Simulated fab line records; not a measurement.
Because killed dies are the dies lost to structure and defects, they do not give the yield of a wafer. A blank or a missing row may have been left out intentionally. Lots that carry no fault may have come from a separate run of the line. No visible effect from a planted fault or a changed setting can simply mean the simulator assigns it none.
Struck lot and sound lot, side by side / flow berkeley cmos170 / 13 steps out of a route of 331
Sound: the wafers L143.2, L143.5, L143.6. Wafers L146.3, L146.5, L146.6 were the ones struck. The cause comes at the end.
At each step with rows: each side's tool, then ch and its chambers, then its first start. Under that, the readings that differ: sound wafers / struck wafers / difference of the means / sigmas: that difference in standard deviations of wafers without a fault.
alike: readings whose means differ by less than 2 such deviations, and words and numbers that are the same on both sides. not compared: withheld readings, readings that some wafer has no value for, bounds like >300 that may hide the same value, and numbers for which the record gives no deviation and whose values overlap.
The two part at a step that has a row with sigmas, a row that says differs or no value, or rows on one side only. Non-overlapping numbers with no deviation appear without sigmas and do not part them. Lack of a reading on every wafer of one side parts them only where that side has two or more wafers.

UCB170_START_BOW_MEAS_00:
  sound on film metro-02 at day 4 23:01; struck on film metro-02 at day 5 14:02
  alike: INCOMING_BOW
then, 2 steps without rows for these wafers: UCB170_START_CLEAN_01 (cleans in dHF, time 60 s); UCB170_START_OXIDATION_02 (target thk 20 nm, ox time 1885 s).
UCB170_START_THK_MEAS_03:
  sound on film metro-02 at day 5 03:34; struck on film metro-02 at day 5 18:43
  alike: START_OXIDE_THK
then, 7 steps without rows for these wafers: UCB170_START_ANNEAL_04 (time 1200 s); UCB170_ZERO_HMDS_00 (prime time 60 s); UCB170_ZERO_COAT_01 (resist thk 900 nm); UCB170_ZERO_SOFTBAKE_02 (time 60 s); UCB170_ZERO_EXPOSE_03 (exposes mask PM MARKS, target cd 4000 nm); UCB170_ZERO_PEB_04; UCB170_ZERO_DEVELOP_05 (develop time 45 s).
UCB170_ZERO_ETCH_06: etches SiO2 in CHF3/CF4/Ar, time 12 s.
  sound on rie diel-02 ch 0,2,3, day 5 07:53; struck on rie diel-04 ch 0,1,3, day 6 00:28
  no value came back on the struck wafers for any of 6 readings (CHF3_flow_sccm (sccm), cf4 flow sccm (sccm) and others); on the sound wafers CHF3_flow_sccm (sccm) reads 49.98 49.73 49.89
  not compared: rf hours counter h
UCB170_ZERO_STRIP_07: strips in O2.
  sound on plasma asher-01 ch 0,1, day 5 07:55; struck on plasma asher-02 ch 0,1, day 6 00:32
reading=strip time to endpoint s (s); sound=21.49 21.44 21.46; struck=21.64 21.66 21.55; difference=+0.15; sigmas=+3
  alike: chamber pressure mTorr, drypump motor current A, oes product au
  not compared: rf hours counter h

== WHERE THEY PART ==
First at UCB170_ZERO_ETCH_06; last, within this record, at UCB170_ZERO_STRIP_07.

WHY: what the simulator had put in
At UCB170_ZERO_ETCH_06, the step was skipped entirely on rie diel-04 from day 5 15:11 on. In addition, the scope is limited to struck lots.
